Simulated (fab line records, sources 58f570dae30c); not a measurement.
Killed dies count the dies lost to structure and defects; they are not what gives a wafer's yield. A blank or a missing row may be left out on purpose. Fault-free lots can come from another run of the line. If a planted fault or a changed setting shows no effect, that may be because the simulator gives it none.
The tool behind it: which one? :: flow berkeleyCmos170 :: 39 wafers from 13 lots sampled at 6 of the route's 331 steps

WHAT THE GAUGES READ, wafer by wafer
UCB170_M2_CD_MEAS_15 targets a cd of 700 nm.
lot: L431
measured: day 8 19:10
on: cdSem-01
cdNm (nm): 699.1 700.3 697.8

lot: L432
measured: day 8 19:35
on: cdSem-01
cdNm (nm): 698.8 698.6 698.6

lot: L434
measured: day 9 07:34
on: cdSem-01
cdNm (nm): 702.7 703.0 702.4

lot: L435
measured: day 9 07:50
on: cdSem-01
cdNm (nm): 700.5 700.0 701.0

lot: L438
measured: day 9 18:56
on: cdSem-02
cdNm (nm): 698.3 698.9 698.5

lot: L436
measured: day 9 19:17
on: cdSem-01
cdNm (nm): 701.5 702.1 701.5

lot: L442
measured: day 11 01:07
on: cdSem-02
cdNm (nm): 698.5 699.7 700.7

lot: L445
measured: day 12 00:41
on: cdSem-01
cdNm (nm): 700.0 700.7 699.5

lot: L446
measured: day 12 02:29
on: cdSem-02
cdNm (nm): 698.6 699.6 698.8

lot: L449
measured: day 12 11:20
on: cdSem-02
cdNm (nm): 701.9 700.8 700.5

lot: L448
measured: day 12 12:40
on: cdSem-01
cdNm (nm): 700.1 701.1 701.6

lot: L452
measured: day 12 23:17
on: cdSem-01
cdNm (nm): 701.0 702.6 698.9

lot: L454
measured: day 13 00:59
on: cdSem-02
cdNm (nm): 697.4 697.0 698.0

UCB170_V2_THK_MEAS_04.
lot: L431
measured: day 8 20:28
on: filmMetro-03
V2_POLISHED_THK (nm): 999.1 997.9 1000.5

lot: L432
measured: day 8 20:50
on: filmMetro-01
V2_POLISHED_THK (nm): 1000.4 1000.7 1000.3

lot: L434
measured: day 9 08:49
on: filmMetro-03
V2_POLISHED_THK (nm): 1001.8 1001.1 1000.6

lot: L435
measured: day 9 09:22
on: filmMetro-03
V2_POLISHED_THK (nm): 1000.2 1000.8 1000.0

lot: L438
measured: day 9 20:16
on: filmMetro-02
V2_POLISHED_THK (nm): 999.9 1000.6 1000.5

lot: L436
measured: day 9 20:30
on: filmMetro-03
V2_POLISHED_THK (nm): 999.8 999.2 999.5

lot: L442
measured: day 11 02:20
on: filmMetro-02
V2_POLISHED_THK (nm): 1002.1 1000.0 1000.2

lot: L445
measured: day 12 01:56
on: filmMetro-01
V2_POLISHED_THK (nm): 999.5 1000.5 998.7

lot: L446
measured: day 12 03:43
on: filmMetro-01
V2_POLISHED_THK (nm): 1000.0 999.5 999.2

lot: L449
measured: day 12 12:40
on: filmMetro-03
V2_POLISHED_THK (nm): 999.7 999.8 1001.3

lot: L448
measured: day 12 13:54
on: filmMetro-02
V2_POLISHED_THK (nm): 997.5 1000.2 999.1

lot: L452
measured: day 13 00:42
on: filmMetro-02
V2_POLISHED_THK (nm): 999.0 1001.4 998.3

lot: L454
measured: day 13 02:18
on: filmMetro-03
V2_POLISHED_THK (nm): 1000.3 1000.3 999.8

UCB170_V2_CD_MEAS_90 targets a cd of 700 nm.
lot: L431
measured: day 8 23:50
on: cdSem-01
cdNm (nm): 700.3 700.8 700.6

lot: L432
measured: day 9 00:05
on: cdSem-01
cdNm (nm): 699.5 700.6 701.1

lot: L434
measured: day 9 11:40
on: cdSem-02
cdNm (nm): 697.3 698.0 699.2

lot: L435
measured: day 9 12:10
on: cdSem-02
cdNm (nm): 701.4 701.2 699.0

lot: L438
measured: day 9 21:53
on: cdSem-02
cdNm (nm): 702.2 701.1 702.1

lot: L436
measured: day 9 22:10
on: cdSem-02
cdNm (nm): 701.2 702.7 703.6

lot: L442
measured: day 11 05:04
on: cdSem-01
cdNm (nm): 701.1 699.0 698.7

lot: L445
measured: day 12 03:40
on: cdSem-02
cdNm (nm): 700.9 706.5 699.7 700.7 706.7 700.3

lot: L446
measured: day 12 05:35
on: cdSem-01
cdNm (nm): 702.0 702.6 701.3

lot: L449
measured: day 12 14:34
on: cdSem-01
cdNm (nm): 702.9 702.6 701.5

lot: L448
measured: day 12 16:02
on: cdSem-01
cdNm (nm): 698.0 700.3 699.6

lot: L452
measured: day 13 02:28
on: cdSem-02
cdNm (nm): 701.1 701.9 701.6

lot: L454
measured: day 13 03:57
on: cdSem-01
cdNm (nm): 701.1 699.3 701.2

UCB170_M3_RS_MEAS_02: measures by four-point-probe.
lot: L431
measured: day 9 00:06
on: filmMetro-02
M3_AL_RS (ohm/sq): 0.03246 0.03236 0.03215

lot: L432
measured: day 9 00:23
on: filmMetro-02
M3_AL_RS (ohm/sq): 0.03192 0.0317 0.03159

lot: L434
measured: day 9 11:56
on: filmMetro-02
M3_AL_RS (ohm/sq): 0.03256 0.03259 0.03254

lot: L435
measured: day 9 12:26
on: filmMetro-01
M3_AL_RS (ohm/sq): 0.03189 0.03219 0.03209

lot: L438
measured: day 9 22:10
on: filmMetro-01
M3_AL_RS (ohm/sq): 0.0324 0.03214 0.03228

lot: L436
measured: day 9 22:26
on: filmMetro-04
M3_AL_RS (ohm/sq): 0.0322 0.032 0.03221

lot: L442
measured: day 11 05:20
on: filmMetro-02
M3_AL_RS (ohm/sq): 0.03237 0.03255 0.03233

lot: L445
measured: day 12 08:41
on: filmMetro-04
M3_AL_RS (ohm/sq): 0.03205 0.03202 0.03189

lot: L446
measured: day 12 05:51
on: filmMetro-02
M3_AL_RS (ohm/sq): 0.03207 0.03177 0.03215

lot: L449
measured: day 12 14:50
on: filmMetro-01
M3_AL_RS (ohm/sq): 0.03213 0.03228 0.0322

lot: L448
measured: day 12 16:19
on: filmMetro-04
M3_AL_RS (ohm/sq): 0.03218 0.0324 0.03228

lot: L452
measured: day 13 02:44
on: filmMetro-02
M3_AL_RS (ohm/sq): 0.03213 0.03224 0.0324

lot: L454
measured: day 13 04:13
on: filmMetro-02
M3_AL_RS (ohm/sq): 0.03216 0.03244 0.03227

WHICH TOOL RAN EACH LOT (tool, then ch and the chambers of the sampled wafers, then the start)
lot: L431
UCB170_V2_ETCH_14: rieDiel-02 ch 0,1,3, day 8 23:32
UCB170_V2_STRIP_15: plasmaAsher-03 ch 0,1, day 8 23:43

lot: L432
UCB170_V2_ETCH_14: rieDiel-03 ch 0,2, day 8 23:48
UCB170_V2_STRIP_15: plasmaAsher-04 ch 0,1, day 8 23:59

lot: L434
UCB170_V2_ETCH_14: rieDiel-04 ch 1,2,3, day 9 10:52
UCB170_V2_STRIP_15: plasmaAsher-02 ch 0,1, day 9 11:02

lot: L435
UCB170_V2_ETCH_14: rieDiel-03 ch 1,2,3, day 9 11:35
UCB170_V2_STRIP_15: plasmaAsher-03 ch 0,1, day 9 11:46

lot: L438
UCB170_V2_ETCH_14: rieDiel-03 ch 0,1,3, day 9 21:37
UCB170_V2_STRIP_15: plasmaAsher-02 ch 0,1, day 9 21:47

lot: L436
UCB170_V2_ETCH_14: rieDiel-02 ch 0,2,3, day 9 21:50
UCB170_V2_STRIP_15: plasmaAsher-04 ch 0,1, day 9 22:03

lot: L442
UCB170_V2_ETCH_14: rieDiel-02 ch 0,2, day 11 04:45
UCB170_V2_STRIP_15: plasmaAsher-02 ch 0,1, day 11 04:58

lot: L445
UCB170_V2_ETCH_14: rieDiel-03 ch 0,1,2, day 12 03:23
UCB170_V2_STRIP_15: plasmaAsher-02 ch 0,1, day 12 03:34

lot: L446
UCB170_V2_ETCH_14: rieDiel-02 ch 0,1,3, day 12 05:18
UCB170_V2_STRIP_15: plasmaAsher-04 ch 0,1, day 12 05:29

lot: L449
UCB170_V2_ETCH_14: rieDiel-02 ch 0,2, day 12 14:17
UCB170_V2_STRIP_15: plasmaAsher-04 ch 0,1, day 12 14:28

lot: L448
UCB170_V2_ETCH_14: rieDiel-02 ch 0,1,2, day 12 15:46
UCB170_V2_STRIP_15: plasmaAsher-04 ch 0,1, day 12 15:56

lot: L452
UCB170_V2_ETCH_14: rieDiel-04 ch 1,3, day 13 02:10
UCB170_V2_STRIP_15: plasmaAsher-02 ch 0,1, day 13 02:21

lot: L454
UCB170_V2_ETCH_14: rieDiel-04 ch 0,2,3, day 13 03:41
UCB170_V2_STRIP_15: plasmaAsher-02 ch 0,1, day 13 03:51
- UCB170_V2_ETCH_14: etches SiO2 in CHF3/CF4/Ar, stops on Al, target depth 1250 nm, time 291 s.
- UCB170_V2_STRIP_15: strips in O2.

WHAT THE TOOLS THEMSELVES READ (means of the sampled wafers that have a number; where no wafer has one, the mark that the record gives instead)
UCB170_V2_ETCH_14.
lot: L431
tool: rieDiel-02
drypumpMotorCurrentA (A): 5.2
oesProductAu (a.u.): 0.877
rfFwdPowerW (W): 699.0
throttleValvePct (%): 6.89

lot: L432
tool: rieDiel-03
drypumpMotorCurrentA (A): 6.1
oesProductAu (a.u.): 0.872
rfFwdPowerW (W): 696.0
throttleValvePct (%): 6.92

lot: L434
tool: rieDiel-04
drypumpMotorCurrentA (A): 5.9
oesProductAu (a.u.): 0.862
rfFwdPowerW (W): 699.0
throttleValvePct (%): 6.88

lot: L435
tool: rieDiel-03
drypumpMotorCurrentA (A): 6.0
oesProductAu (a.u.): 0.868
rfFwdPowerW (W): 697.5
throttleValvePct (%): 6.95

lot: L438
tool: rieDiel-03
drypumpMotorCurrentA (A): 5.9
oesProductAu (a.u.): 0.885
rfFwdPowerW (W): 700.0
throttleValvePct (%): 6.99

lot: L436
tool: rieDiel-02
drypumpMotorCurrentA (A): 5.2
oesProductAu (a.u.): 0.891
rfFwdPowerW (W): 696.0
throttleValvePct (%): 6.90

lot: L442
tool: rieDiel-02
drypumpMotorCurrentA (A): 5.3
oesProductAu (a.u.): 0.893
rfFwdPowerW (W): 698.5
throttleValvePct (%): 6.86

lot: L445
tool: rieDiel-03
drypumpMotorCurrentA (A): 5.9
oesProductAu (a.u.): 0.869
rfFwdPowerW (W): 790.7
throttleValvePct (%): 6.91

lot: L446
tool: rieDiel-02
drypumpMotorCurrentA (A): 5.2
oesProductAu (a.u.): 0.875
rfFwdPowerW (W): 697.9
throttleValvePct (%): 6.88

lot: L449
tool: rieDiel-02
drypumpMotorCurrentA (A): 5.3
oesProductAu (a.u.): 0.896
rfFwdPowerW (W): 699.1
throttleValvePct (%): 6.93

lot: L448
tool: rieDiel-02
drypumpMotorCurrentA (A): 5.2
oesProductAu (a.u.): 0.881
rfFwdPowerW (W): 699.4
throttleValvePct (%): 6.91

lot: L452
tool: rieDiel-04
drypumpMotorCurrentA (A): 6.1
oesProductAu (a.u.): 0.872
rfFwdPowerW (W): 697.8
throttleValvePct (%): 6.89

lot: L454
tool: rieDiel-04
drypumpMotorCurrentA (A): 5.5
oesProductAu (a.u.): 0.867
rfFwdPowerW (W): 697.5
throttleValvePct (%): 6.86

UCB170_V2_STRIP_15.
lot: L431
tool: plasmaAsher-03
drypumpMotorCurrentA (A): 4.9
oesProductAu (a.u.): 0.724
stripTimeToEndpointS (s): 15.32

lot: L432
tool: plasmaAsher-04
drypumpMotorCurrentA (A): 5.1
oesProductAu (a.u.): 0.726
stripTimeToEndpointS (s): 15.25

lot: L434
tool: plasmaAsher-02
drypumpMotorCurrentA (A): 6.1
oesProductAu (a.u.): 0.722
stripTimeToEndpointS (s): 15.16

lot: L435
tool: plasmaAsher-03
drypumpMotorCurrentA (A): 4.8
oesProductAu (a.u.): 0.724
stripTimeToEndpointS (s): 15.33

lot: L438
tool: plasmaAsher-02
drypumpMotorCurrentA (A): 6.4
oesProductAu (a.u.): 0.722
stripTimeToEndpointS (s): 15.30

lot: L436
tool: plasmaAsher-04
drypumpMotorCurrentA (A): 5.2
oesProductAu (a.u.): 0.721
stripTimeToEndpointS (s): 15.42

lot: L442
tool: plasmaAsher-02
drypumpMotorCurrentA (A): 6.4
oesProductAu (a.u.): 0.726
stripTimeToEndpointS (s): 15.16

lot: L445
tool: plasmaAsher-02
drypumpMotorCurrentA (A): 6.1
oesProductAu (a.u.): 0.722
stripTimeToEndpointS (s): 14.86

lot: L446
tool: plasmaAsher-04
drypumpMotorCurrentA (A): 5.1
oesProductAu (a.u.): 0.720
stripTimeToEndpointS (s): 15.25

lot: L449
tool: plasmaAsher-04
drypumpMotorCurrentA (A): 5.1
oesProductAu (a.u.): 0.729
stripTimeToEndpointS (s): 15.17

lot: L448
tool: plasmaAsher-04
drypumpMotorCurrentA (A): 5.1
oesProductAu (a.u.): 0.726
stripTimeToEndpointS (s): 15.22

lot: L452
tool: plasmaAsher-02
drypumpMotorCurrentA (A): 6.4
oesProductAu (a.u.): 0.724
stripTimeToEndpointS (s): 15.26

lot: L454
tool: plasmaAsher-02
drypumpMotorCurrentA (A): 6.1
oesProductAu (a.u.): 0.730
stripTimeToEndpointS (s): 15.39

THE ANSWER, worked out from the rows above alone
Rule: usual is defined by the lots themselves. The widest of any qualifying gaps counts: lots, ordered by their means at a reading, are off when they make up no more than a third of the lots, leave a main group of 4 or more, and stand apart from it by 3 or more times the standard deviation of that group's means. Not used: any main group whose means are identical at the precision the tables above print for the reading. Also off: a lot with no number at a reading for which 4 or more lots have one. The other lots that the step has rows for count as sound. The gauges are gone through in route order, then the tools' own readings, and for those a lot's mean is taken as printed above. At the first step where some lot is off, the reading lying furthest off is the one used; lots without a number count as furthest.
Off: L445 (UCB170_V2_ETCH_14, rfFwdPowerW). For the main group the mean is 698.1 W and the standard deviation 1.2.
If a tool, at that step or one of the process steps before it, ran each lot that is off and ran no sound lot following the first of them, it fits. One candidate fits, namely rieDiel-03 at UCB170_V2_ETCH_14. Its last sound lot is L438 (day 9 21:37), its first lot that is off L445 (day 12 03:23): a fault that began between those two fits.
The tool's own readings at UCB170_V2_ETCH_14 bear it out: on the lots that are off they differ by more than 5 times the standard deviation of the sound lots' means. rfFwdPowerW reads 790.7 W there against 698.1 W on the sound lots.

WHAT THE SIMULATOR HAD INSERTED
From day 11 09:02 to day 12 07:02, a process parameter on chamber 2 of rieDiel-03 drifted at UCB170_V2_ETCH_14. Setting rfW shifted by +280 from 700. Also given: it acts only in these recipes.
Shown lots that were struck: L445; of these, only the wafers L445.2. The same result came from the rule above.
